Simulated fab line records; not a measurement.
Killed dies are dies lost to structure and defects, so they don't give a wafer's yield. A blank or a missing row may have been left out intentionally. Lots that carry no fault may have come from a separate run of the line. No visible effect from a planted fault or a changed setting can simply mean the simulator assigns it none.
Matching of chambers || flow berkeley cmos170 || UCB170_ACTIVE_ETCH_15 on rie diel-02 has 4 sister chambers
The step etches Si3N4 in CH3F/Ar/O2, stops on SiO2, target depth 242 nm, time 151 s. 14 wafers are shown with their chamber, then 7 later ones without.

== WAFERS PAIRED WITH THEIR CHAMBERS ==
{"wafer": "L261.4", "chamber": 3, "drypump motor current A (A)": 5.5, "throttle valve pct (%)": 8.14, "oes product au (a.u.)": 0.949}
{"wafer": "L261.5", "chamber": 0, "drypump motor current A (A)": 6.0, "throttle valve pct (%)": 7.95, "oes product au (a.u.)": 0.941}
{"wafer": "L261.6", "chamber": 1, "drypump motor current A (A)": 4.9, "throttle valve pct (%)": 7.95, "oes product au (a.u.)": 0.922}
{"wafer": "L268.1", "chamber": 1, "drypump motor current A (A)": 4.9, "throttle valve pct (%)": 7.98, "oes product au (a.u.)": 0.922}
{"wafer": "L268.5", "chamber": 2, "drypump motor current A (A)": 6.0, "throttle valve pct (%)": 7.89, "oes product au (a.u.)": 0.916}
{"wafer": "L268.6", "chamber": 1, "drypump motor current A (A)": 4.9, "throttle valve pct (%)": 7.96, "oes product au (a.u.)": 0.929}
{"wafer": "L272.2", "chamber": 2, "drypump motor current A (A)": 6.0, "throttle valve pct (%)": 7.87, "oes product au (a.u.)": 0.917}
{"wafer": "L272.3", "chamber": 0, "drypump motor current A (A)": 5.9, "throttle valve pct (%)": 7.94, "oes product au (a.u.)": 0.953}
{"wafer": "L272.6", "chamber": 0, "drypump motor current A (A)": 5.9, "throttle valve pct (%)": 7.95, "oes product au (a.u.)": 0.949}
{"wafer": "L271.3", "chamber": 2, "drypump motor current A (A)": 6.0, "throttle valve pct (%)": 7.87, "oes product au (a.u.)": 0.919}
{"wafer": "L271.5", "chamber": 2, "drypump motor current A (A)": 6.0, "throttle valve pct (%)": 7.88, "oes product au (a.u.)": 0.917}
{"wafer": "L271.6", "chamber": 3, "drypump motor current A (A)": 5.5, "throttle valve pct (%)": 8.11, "oes product au (a.u.)": 0.939}
{"wafer": "L278.2", "chamber": 2, "drypump motor current A (A)": 6.0, "throttle valve pct (%)": 7.87, "oes product au (a.u.)": 0.912}
{"wafer": "L278.4", "chamber": 1, "drypump motor current A (A)": 5.0, "throttle valve pct (%)": 7.96, "oes product au (a.u.)": 0.912}

SIGNATURES (averages over the wafers above)
{"reading": "drypump motor current A", "chamber 0": 5.933, "chamber 1": 4.925, "chamber 2": 6.000, "chamber 3": 5.500, "scatter within a chamber": 0.0376}
{"reading": "throttle valve pct", "chamber 0": 7.9467, "chamber 1": 7.9625, "chamber 2": 7.8760, "chamber 3": 8.1250, "scatter within a chamber": 0.0115}
{"reading": "oes product au", "chamber 0": 0.94767, "chamber 1": 0.92125, "chamber 2": 0.91620, "chamber 3": 0.94400, "scatter within a chamber": 0.00546}
Rule: for a wafer and a chamber, the distance is found by dividing, reading by reading, the gap between the wafer's reading and the chamber's mean by the reading's scatter, squaring, summing and taking the root. If the next closest chamber is less than 2 further off than the closest, the wafer can't be placed; otherwise it belongs to the closest. The scatter: the root of (the sum of the squares of (reading less its chamber's mean) over the shown wafers, divided by (wafers less chambers)).

== WAFERS WITHOUT THEIR CHAMBER ==
{"wafer": "L278.5", "drypump motor current A (A)": 5.5, "throttle valve pct (%)": 8.11, "oes product au (a.u.)": 0.949}
{"wafer": "L281.1", "drypump motor current A (A)": 6.0, "throttle valve pct (%)": 7.88, "oes product au (a.u.)": 0.912}
{"wafer": "L281.2", "drypump motor current A (A)": 5.9, "throttle valve pct (%)": 7.94, "oes product au (a.u.)": 0.938}
{"wafer": "L281.3", "drypump motor current A (A)": 5.5, "throttle valve pct (%)": 8.12, "oes product au (a.u.)": 0.942}
{"wafer": "L280.1", "drypump motor current A (A)": 5.9, "throttle valve pct (%)": 7.95, "oes product au (a.u.)": 0.939}
{"wafer": "L280.3", "drypump motor current A (A)": 6.0, "throttle valve pct (%)": 7.89, "oes product au (a.u.)": 0.914}
{"wafer": "L280.4", "drypump motor current A (A)": 5.5, "throttle valve pct (%)": 8.10, "oes product au (a.u.)": 0.943}

== EACH ONE'S CHAMBER ==
{"wafer": "L278.5", "from the rows above": 3, "in truth": 3}
{"wafer": "L281.1", "from the rows above": 2, "in truth": 2}
{"wafer": "L281.2", "from the rows above": 0, "in truth": 0}
{"wafer": "L281.3", "from the rows above": 3, "in truth": 3}
{"wafer": "L280.1", "from the rows above": 0, "in truth": 0}
{"wafer": "L280.3", "from the rows above": 2, "in truth": 2}
{"wafer": "L280.4", "from the rows above": 3, "in truth": 3}
Correct placement for 7 of the 7. Left unplaced by these rows: 0. Wrongly placed: 0.
